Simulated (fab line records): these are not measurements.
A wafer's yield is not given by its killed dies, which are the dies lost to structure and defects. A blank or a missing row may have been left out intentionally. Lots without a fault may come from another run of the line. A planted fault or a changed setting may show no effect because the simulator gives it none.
fab line records :: flow ritCmos
[record]
  lots = 13
  wafers = 39
  lastDay = 6
route steps=202 shown PLDD@123 M1@202
lots that met no fault: taken from a fault-free run of the same line
startH: the number of hours between the record's first day and the start of the first shown wafer of the lot :: waitH: hours since the lot's step before :: " identical to the entry in the row above :: L1.1+2: a single row standing in for several wafers :: - no value, or no start given :: * or withheld: withheld :: < > ~ a bound
route shown NAME@n: a module of which the file shows steps, and the number in the route of the first :: usual: average and standard deviation across the fault-free wafers :: same: alike in all rows :: chamber/n: place in a boat :: sites: the reading at each site :: _std_site: standard deviation across them :: _edge_site: inner sites' mean taken away from outer sites' mean :: radiusMm: how far each site lies from the wafer's centre :: mask NAME#n: copy n :: behind: the tool/chamber that last shaped the wafer :: hold: what put the lot on hold/how long, in hours/how the hold closed :: device: the transistor (n, p or np) that didn't switch :: end of line: tests of these same wafers at the route's end :: step lacking rows: just its recipe :: killed: not the wafer's yield, but the dies lost to structure and defects at the first sort :: map: a wafer's dies, x killed, . not, _ none there
set.NAME: the setting the step ran with; set.NAME@STEP: the setting that earlier step ran with :: model.NAME: the simulator's own value behind a step, which no gauge read
one table for each step of the route and one row for each wafer, over a sample of lots
services: a tool's chamber out of use, with start hour (startH, from the record's first day; less than 0 if before it), hours out, and reason
[[steps]]
[step RIT_PLDD_STRIP_09]
[recipe]
  chemistry = O2
  timeS = 180
  resist = NOVOLAK
  platenTempC = withheld
  powerW = 500
  pressureMtorr = 4000
  o2FlowSccm = 4000
[usual]
  drypumpMotorCurrentA = 5.6/0.38
  rfReflPowerW = 6.7/1.2
  runLengthS = 208.2/0.49
lot.wafer: L673.1
tool: plasmaAsher-01
chamber: 1
startH: 48.37
waitH: 0.1
drypumpMotorCurrentA: 5.5
rfHoursCounterH: 40
rfReflPowerW: 7.6
runLengthS: 208.4

lot.wafer: L673.4
tool: plasmaAsher-01
chamber: 1
startH: 48.37
waitH: 0.1
drypumpMotorCurrentA: 5.5
rfHoursCounterH: -
rfReflPowerW: 7.3
runLengthS: 208.2

lot.wafer: L673.5
tool: plasmaAsher-01
chamber: 1
startH: 48.37
waitH: 0.1
drypumpMotorCurrentA: 5.4
rfHoursCounterH: -
rfReflPowerW: 7.5
runLengthS: 208.1

lot.wafer: L674.1
tool: plasmaAsher-02
chamber: 0
startH: 48.62
waitH: 0.1
drypumpMotorCurrentA: 6.4
rfHoursCounterH: 39
rfReflPowerW: 6.8
runLengthS: 208.0

lot.wafer: L674.3
tool: plasmaAsher-02
chamber: 0
startH: 48.62
waitH: 0.1
drypumpMotorCurrentA: 6.4
rfHoursCounterH: -
rfReflPowerW: 6.6
runLengthS: 208.2

lot.wafer: L674.6
tool: plasmaAsher-02
chamber: 1
startH: 48.62
waitH: 0.1
drypumpMotorCurrentA: 5.4
rfHoursCounterH: -
rfReflPowerW: 5.3
runLengthS: 207.7

lot.wafer: L675.1
tool: plasmaAsher-03
chamber: 0
startH: 56.37
waitH: 0.1
drypumpMotorCurrentA: 5.5
rfHoursCounterH: 42
rfReflPowerW: 5.2
runLengthS: 207.6

lot.wafer: L675.2
tool: plasmaAsher-03
chamber: 1
startH: 56.37
waitH: 0.1
drypumpMotorCurrentA: 5.3
rfHoursCounterH: 42
rfReflPowerW: 8.3
runLengthS: 209.0

lot.wafer: L675.4
tool: plasmaAsher-03
chamber: 0
startH: 56.37
waitH: 0.1
drypumpMotorCurrentA: 5.5
rfHoursCounterH: -
rfReflPowerW: 5.1
runLengthS: 207.7

lot.wafer: L676.2
tool: plasmaAsher-02
chamber: 0
startH: 59.99
waitH: 0.1
drypumpMotorCurrentA: 6.4
rfHoursCounterH: 41
rfReflPowerW: 7.1
runLengthS: 208.1

lot.wafer: L676.3
tool: plasmaAsher-02
chamber: 0
startH: 59.99
waitH: 0.1
drypumpMotorCurrentA: 6.4
rfHoursCounterH: -
rfReflPowerW: 7.2
runLengthS: 208.1

lot.wafer: L676.5
tool: plasmaAsher-02
chamber: 0
startH: 59.99
waitH: 0.1
drypumpMotorCurrentA: 6.4
rfHoursCounterH: -
rfReflPowerW: 7.1
runLengthS: 208.4

lot.wafer: L678.1
tool: plasmaAsher-01
chamber: 0
startH: 71.62
waitH: 0.1
drypumpMotorCurrentA: 5.4
rfHoursCounterH: 43
rfReflPowerW: 7.6
runLengthS: 208.0

lot.wafer: L678.4
tool: plasmaAsher-01
chamber: 0
startH: 71.62
waitH: 0.1
drypumpMotorCurrentA: 5.4
rfHoursCounterH: -
rfReflPowerW: 7.8
runLengthS: 208.0

lot.wafer: L678.5
tool: plasmaAsher-01
chamber: 1
startH: 71.62
waitH: 0.1
drypumpMotorCurrentA: 5.5
rfHoursCounterH: -
rfReflPowerW: 7.6
runLengthS: 208.9

lot.wafer: L679.1
tool: plasmaAsher-03
chamber: 0
startH: 76.36
waitH: 0.1
drypumpMotorCurrentA: 5.5
rfHoursCounterH: 44
rfReflPowerW: 5.0
runLengthS: 207.3

lot.wafer: L679.3
tool: plasmaAsher-03
chamber: 0
startH: 76.36
waitH: 0.1
drypumpMotorCurrentA: 5.5
rfHoursCounterH: -
rfReflPowerW: 5.1
runLengthS: 207.5

lot.wafer: L679.6
tool: plasmaAsher-03
chamber: 0
startH: 76.36
waitH: 0.1
drypumpMotorCurrentA: 5.5
rfHoursCounterH: -
rfReflPowerW: 4.7
runLengthS: 207.6

lot.wafer: L680.1
tool: plasmaAsher-02
chamber: 0
startH: 83.66
waitH: 0.1
drypumpMotorCurrentA: 6.4
rfHoursCounterH: 43
rfReflPowerW: 6.9
runLengthS: 208.8

lot.wafer: L680.5
tool: plasmaAsher-02
chamber: 0
startH: 83.66
waitH: 0.1
drypumpMotorCurrentA: 6.4
rfHoursCounterH: -
rfReflPowerW: 6.8
runLengthS: 208.1

lot.wafer: L680.6
tool: plasmaAsher-02
chamber: 1
startH: 83.66
waitH: 0.1
drypumpMotorCurrentA: 5.5
rfHoursCounterH: -
rfReflPowerW: 5.4
runLengthS: 207.9

lot.wafer: L681.2
tool: plasmaAsher-02
chamber: 0
startH: 87.35
waitH: 0.1
drypumpMotorCurrentA: 6.4
rfHoursCounterH: 43
rfReflPowerW: 6.8
runLengthS: 208.0

lot.wafer: L681.4
tool: plasmaAsher-02
chamber: 0
startH: 87.35
waitH: 0.1
drypumpMotorCurrentA: 6.4
rfHoursCounterH: -
rfReflPowerW: 7.0
runLengthS: 208.1

lot.wafer: L681.5
tool: plasmaAsher-02
chamber: 1
startH: 87.35
waitH: 0.1
drypumpMotorCurrentA: 5.4
rfHoursCounterH: -
rfReflPowerW: 5.6
runLengthS: 207.9

lot.wafer: L683.2
tool: plasmaAsher-02
chamber: 0
startH: 101.37
waitH: 0.1
drypumpMotorCurrentA: 6.4
rfHoursCounterH: 45
rfReflPowerW: 7.2
runLengthS: 208.7

lot.wafer: L683.3
tool: plasmaAsher-02
chamber: 0
startH: 101.37
waitH: 0.1
drypumpMotorCurrentA: 6.5
rfHoursCounterH: -
rfReflPowerW: 7.1
runLengthS: 208.2

lot.wafer: L683.4
tool: plasmaAsher-02
chamber: 1
startH: 101.37
waitH: 0.1
drypumpMotorCurrentA: 5.4
rfHoursCounterH: -
rfReflPowerW: 5.5
runLengthS: 207.9

lot.wafer: L684.2
tool: plasmaAsher-02
chamber: 1
startH: 106.41
waitH: 0.1
drypumpMotorCurrentA: 5.4
rfHoursCounterH: 45
rfReflPowerW: 5.5
runLengthS: 207.7

lot.wafer: L684.5
tool: plasmaAsher-02
chamber: 1
startH: 106.41
waitH: 0.1
drypumpMotorCurrentA: 5.5
rfHoursCounterH: -
rfReflPowerW: 5.1
runLengthS: 207.5

lot.wafer: L684.6
tool: plasmaAsher-02
chamber: 0
startH: 106.41
waitH: 0.1
drypumpMotorCurrentA: 6.4
rfHoursCounterH: -
rfReflPowerW: 7.3
runLengthS: 208.5

lot.wafer: L685.3
tool: plasmaAsher-03
chamber: 0
startH: 106.74
waitH: 0.1
drypumpMotorCurrentA: 5.6
rfHoursCounterH: -
rfReflPowerW: 5.0
runLengthS: 207.9

lot.wafer: L685.5
tool: plasmaAsher-03
chamber: 1
startH: 106.74
waitH: 0.1
drypumpMotorCurrentA: 5.4
rfHoursCounterH: -
rfReflPowerW: 8.3
runLengthS: 208.7

lot.wafer: L685.6
tool: plasmaAsher-03
chamber: 0
startH: 106.74
waitH: 0.1
drypumpMotorCurrentA: 5.6
rfHoursCounterH: -
rfReflPowerW: 4.9
runLengthS: 207.8

lot.wafer: L687.1
tool: plasmaAsher-01
chamber: 1
startH: 119.95
waitH: 0.1
drypumpMotorCurrentA: 5.5
rfHoursCounterH: 0
rfReflPowerW: 7.2
runLengthS: 208.1

lot.wafer: L687.5
tool: plasmaAsher-01
chamber: 0
startH: 119.95
waitH: 0.1
drypumpMotorCurrentA: 5.4
rfHoursCounterH: -
rfReflPowerW: 7.9
runLengthS: 208.1

lot.wafer: L687.6
tool: plasmaAsher-01
chamber: 1
startH: 119.95
waitH: 0.1
drypumpMotorCurrentA: 5.5
rfHoursCounterH: -
rfReflPowerW: 7.3
runLengthS: 209.0

lot.wafer: L689.2
tool: plasmaAsher-01
chamber: 0
startH: 125.32
waitH: 0.1
drypumpMotorCurrentA: 5.4
rfHoursCounterH: 1
rfReflPowerW: 7.1
runLengthS: 72.5

lot.wafer: L689.3
tool: plasmaAsher-01
chamber: 1
startH: 125.32
waitH: 0.1
drypumpMotorCurrentA: 5.5
rfHoursCounterH: -
rfReflPowerW: 7.3
runLengthS: 72.2

lot.wafer: L689.4
tool: plasmaAsher-01
chamber: 0
startH: 125.32
waitH: 0.1
drypumpMotorCurrentA: 5.4
rfHoursCounterH: -
rfReflPowerW: 7.5
runLengthS: 72.3
[step RIT_M1_PROBE_99]
[usual]
  killedAtContacts = 0.1/0.34
  killedAtFrontEnd = 6.6/2.7
  killedDies = 6.7/2.7
  killedOnRim = 1.8/1.3
  killedOpen = 3.5/1.9
  killedShort = 3.1/1.8
[same]
  grossDies = 264
  killed_at_M0_to_M3 = 0
  killed_at_M4_up = 0
  killedAtBackSide = 0
  killedAtOther = 0
lot.wafer: L676.2
tool: prober-02
chamber: -
startH: 73.65
waitH: 0.1
hold: -
killedAtContacts: 0
killedAtFrontEnd: 5
killedDies: 5
killedOnRim: 1
killedOpen: 3
killedShort: 2

lot.wafer: L676.3
tool: prober-02
chamber: -
startH: 73.70
waitH: 0.2
hold: -
killedAtContacts: 0
killedAtFrontEnd: 6
killedDies: 6
killedOnRim: 2
killedOpen: 4
killedShort: 2

lot.wafer: L676.5
tool: prober-02
chamber: -
startH: 73.80
waitH: 0.2
hold: -
killedAtContacts: 0
killedAtFrontEnd: 6
killedDies: 6
killedOnRim: 2
killedOpen: 4
killedShort: 2

lot.wafer: L679.1
tool: prober-01
chamber: -
startH: 90.24
waitH: 0.1
hold: -
killedAtContacts: 0
killedAtFrontEnd: 3
killedDies: 3
killedOnRim: 0
killedOpen: 0
killedShort: 3

lot.wafer: L679.3
tool: prober-01
chamber: -
startH: 90.34
waitH: 0.2
hold: -
killedAtContacts: 0
killedAtFrontEnd: 4
killedDies: 4
killedOnRim: 1
killedOpen: 1
killedShort: 3

lot.wafer: L679.6
tool: prober-01
chamber: -
startH: 90.49
waitH: 0.2
hold: -
killedAtContacts: 0
killedAtFrontEnd: 2
killedDies: 2
killedOnRim: 2
killedOpen: 1
killedShort: 1

lot.wafer: L680.1
tool: prober-02
chamber: -
startH: 97.29
waitH: 0.1
hold: -
killedAtContacts: 0
killedAtFrontEnd: 10
killedDies: 10
killedOnRim: 3
killedOpen: 5
killedShort: 5

lot.wafer: L680.5
tool: prober-02
chamber: -
startH: 97.49
waitH: 0.2
hold: -
killedAtContacts: 0
killedAtFrontEnd: 8
killedDies: 8
killedOnRim: 2
killedOpen: 6
killedShort: 2

lot.wafer: L680.6
tool: prober-02
chamber: -
startH: 97.54
waitH: 0.2
hold: -
killedAtContacts: 0
killedAtFrontEnd: 2
killedDies: 2
killedOnRim: 0
killedOpen: 1
killedShort: 1

lot.wafer: L681.2
tool: prober-01
chamber: -
startH: 101.57
waitH: 0.1
hold: -
killedAtContacts: 0
killedAtFrontEnd: 6
killedDies: 6
killedOnRim: 2
killedOpen: 4
killedShort: 2

lot.wafer: L681.4
tool: prober-01
chamber: -
startH: 101.67
waitH: 0.2
hold: -
killedAtContacts: 0
killedAtFrontEnd: 3
killedDies: 3
killedOnRim: 2
killedOpen: 1
killedShort: 2

lot.wafer: L681.5
tool: prober-01
chamber: -
startH: 101.72
waitH: 0.2
hold: -
killedAtContacts: 0
killedAtFrontEnd: 10
killedDies: 10
killedOnRim: 2
killedOpen: 7
killedShort: 3

lot.wafer: L683.2
tool: prober-01
chamber: -
startH: 115.00
waitH: 0.1
hold: -
killedAtContacts: 0
killedAtFrontEnd: 6
killedDies: 6
killedOnRim: 1
killedOpen: 2
killedShort: 4

lot.wafer: L683.3
tool: prober-01
chamber: -
startH: 115.05
waitH: 0.2
hold: -
killedAtContacts: 0
killedAtFrontEnd: 5
killedDies: 5
killedOnRim: 2
killedOpen: 3
killedShort: 2

lot.wafer: L683.4
tool: prober-01
chamber: -
startH: 115.10
waitH: 0.2
hold: -
killedAtContacts: 0
killedAtFrontEnd: 6
killedDies: 6
killedOnRim: 2
killedOpen: 5
killedShort: 1

lot.wafer: L684.2
tool: prober-02
chamber: -
startH: 120.01
waitH: 0.1
hold: -
killedAtContacts: 0
killedAtFrontEnd: 5
killedDies: 5
killedOnRim: 2
killedOpen: 1
killedShort: 4

lot.wafer: L684.5
tool: prober-02
chamber: -
startH: 120.16
waitH: 0.2
hold: -
killedAtContacts: 0
killedAtFrontEnd: 5
killedDies: 5
killedOnRim: 2
killedOpen: 2
killedShort: 3

lot.wafer: L684.6
tool: prober-02
chamber: -
startH: 120.21
waitH: 0.2
hold: -
killedAtContacts: 0
killedAtFrontEnd: 6
killedDies: 6
killedOnRim: 0
killedOpen: 4
killedShort: 2

lot.wafer: L685.3
tool: prober-01
chamber: -
startH: 122.73
waitH: 0.2
hold: -
killedAtContacts: 0
killedAtFrontEnd: 10
killedDies: 10
killedOnRim: 3
killedOpen: 5
killedShort: 5

lot.wafer: L685.5
tool: prober-01
chamber: -
startH: 122.83
waitH: 0.2
hold: -
killedAtContacts: 1
killedAtFrontEnd: 6
killedDies: 7
killedOnRim: 0
killedOpen: 3
killedShort: 4

lot.wafer: L685.6
tool: prober-01
chamber: -
startH: 122.88
waitH: 0.2
hold: -
killedAtContacts: 0
killedAtFrontEnd: 8
killedDies: 8
killedOnRim: 1
killedOpen: 3
killedShort: 5

lot.wafer: L689.2
tool: prober-01
chamber: -
startH: 138.73
waitH: 0.1
hold: awaitDispo/1.4h/scrap
killedAtContacts: 0
killedAtFrontEnd: 264
killedDies: 264
killedOnRim: 70
killedOpen: 4
killedShort: 2

lot.wafer: L689.3
tool: prober-01
chamber: -
startH: 138.78
waitH: 0.2
hold: awaitDispo/1.4h/scrap
killedAtContacts: 0
killedAtFrontEnd: 264
killedDies: 264
killedOnRim: 70
killedOpen: 1
killedShort: 6

lot.wafer: L689.4
tool: prober-01
chamber: -
startH: 138.83
waitH: 0.2
hold: awaitDispo/1.4h/scrap
killedAtContacts: 0
killedAtFrontEnd: 264
killedDies: 264
killedOnRim: 70
killedOpen: 4
killedShort: 2
// killed by level:class
L676.2 GATE:geometricParticle:open=2 FOX1:geometricParticle:open=1 GATE:geometricParticle:short=1 SILICIDE:geometricParticle:short=1
L676.3 GATE:geometricParticle:open=2 FOX1:geometricParticle:open=1 FOX1:geometricParticle:short=1 SILICIDE:geometricParticle:short=1 SILICIDE:geometricParticle:open=1
L676.5 GATE:geometricParticle:short=2 SILICIDE:geometricParticle:open=2 GATE:geometricParticle:open=1 REOX:geometricParticle:open=1
L679.1 FOX1:geometricParticle:short=1 GATE:geometricParticle:short=1 SILICIDE:geometricParticle:short=1
L679.3 FOX1:geometricParticle:short=1 GATE:geometricParticle:open=1 GATE:geometricParticle:short=1 SILICIDE:geometricParticle:short=1
L679.6 FOX1:geometricParticle:short=1 GATE:geometricParticle:open=1
L680.1 FOX1:geometricParticle:short=4 FOX1:geometricParticle:open=3 GATE:geometricParticle:open=2 GATE:geometricParticle:short=1
L680.5 GATE:geometricParticle:open=3 FOX1:geometricParticle:open=2 FOX1:geometricParticle:short=1 FOX2:geometricParticle:short=1 SPACER:geometricParticle:open=1
L680.6 GATE:geometricParticle:open=1 SILICIDE:geometricParticle:short=1
L681.2 GATE:geometricParticle:open=2 REOX:geometricParticle:open=2 REOX:geometricParticle:short=1 SILICIDE:geometricParticle:short=1
L681.4 FOX2:geometricParticle:short=1 GATE:geometricParticle:open=1 GATE:geometricParticle:short=1
L681.5 GATE:geometricParticle:open=4 GATE:geometricParticle:short=3 SPACER:geometricParticle:open=2 REOX:geometricParticle:open=1
L683.2 GATE:geometricParticle:short=2 SPACER:geometricParticle:open=2 REOX:geometricParticle:short=1 SILICIDE:geometricParticle:short=1
L683.3 GATE:geometricParticle:open=2 GATE:geometricParticle:short=1 SPACER:geometricParticle:open=1 REOX:geometricParticle:short=1
L683.4 FOX2:geometricParticle:open=2 GATE:geometricParticle:open=2 REOX:geometricParticle:short=1 REOX:geometricParticle:open=1
L684.2 GATE:geometricParticle:short=2 FOX1:geometricParticle:short=1 REOX:geometricParticle:open=1 SILICIDE:geometricParticle:short=1
L684.5 SPACER:geometricParticle:short=2 GATE:geometricParticle:short=1 REOX:geometricParticle:open=1 SILICIDE:geometricParticle:open=1
L684.6 GATE:geometricParticle:open=3 SILICIDE:geometricParticle:short=2 SPACER:geometricParticle:open=1
L685.3 GATE:geometricParticle:open=2 SPACER:geometricParticle:short=2 SPACER:geometricParticle:open=2 FOX1:geometricParticle:short=1 GATE:geometricParticle:short=1 REOX:geometricParticle:open=1 SILICIDE:geometricParticle:short=1
L685.5 SPACER:geometricParticle:open=2 FOX1:geometricParticle:open=1 FOX1:geometricParticle:short=1 FOX2:geometricParticle:short=1 SPACER:geometricParticle:short=1 CONTACT:geometricParticle:short=1
L685.6 GATE:geometricParticle:short=2 GATE:geometricParticle:open=2 ACTIVE:geometricParticle:open=1 FOX2:geometricParticle:short=1 REOX:geometricParticle:short=1 SPACER:geometricParticle:short=1
L689.2 SPACER:areaCvd=258 GATE:geometricParticle:short=2 FOX2:geometricParticle:open=1 GATE:geometricParticle:open=1 SPACER:geometricParticle:open=1 SILICIDE:geometricParticle:open=1
L689.3 SPACER:areaCvd=257 GATE:geometricParticle:short=4 GATE:geometricParticle:open=1 SPACER:geometricParticle:short=1 SILICIDE:geometricParticle:short=1
L689.4 SPACER:areaCvd=258 FOX1:geometricParticle:open=2 GATE:geometricParticle:short=2 FOX2:geometricParticle:open=1 GATE:geometricParticle:open=1
[[services]]
tool: plasmaAsher-01
chamber: -
startH: 105.73
hours: 1.2
kind: repair

tool: plasmaAsher-01
chamber: -
startH: 108.75
hours: 9.0
kind: pm

tool: plasmaAsher-01
chamber: 0
startH: 108.75
hours: 9.0
kind: ventCycle

tool: plasmaAsher-01
chamber: 1
startH: 108.75
hours: 9.0
kind: ventCycle

tool: plasmaAsher-01
chamber: 0
startH: 117.75
hours: -
kind: clean

tool: plasmaAsher-01
chamber: 1
startH: 117.75
hours: -
kind: clean
[[key]]
[firstSign]
  step = RIT_PLDD_STRIP_09
  reading = runLengthS
  direction = down
  sigmas = 99+
  usual = *
  struck = *
[effect]
  step = RIT_M1_PROBE_99
  reading = killedAtFrontEnd
  direction = up
  sigmas = 95
  usual = 6.6
  struck = 264
[moreKillsBornAt]
  RIT_SPACER_CVD_03@lpcvd-01 = 773
metAt RIT_PLDD_STRIP_09
struckLots L689
laterRowsLeftOut L689.2,L689.3,L689.4
testerLeftOut L689
onsetBetween 119.95 125.32
[fault]
  kind = stripAborted
  tool = plasmaAsher-01
  chamber = -
  onsetH = 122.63
  steps = RIT_PLDD_STRIP_09
  offset = 0.6
  endH = 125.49
// testerLeftOut: of these lots the tester's yield and bins aren't shown, on N5 and GAA mostly nor the transistor test; their killed dies are dies lost to structure and defects alone, not to doping, threshold or leakage, so they don't give the yield
// laterRowsLeftOut: the simulator's readings of these wafers behind a module that went badly wrong aren't trusted and aren't shown, but for the sort
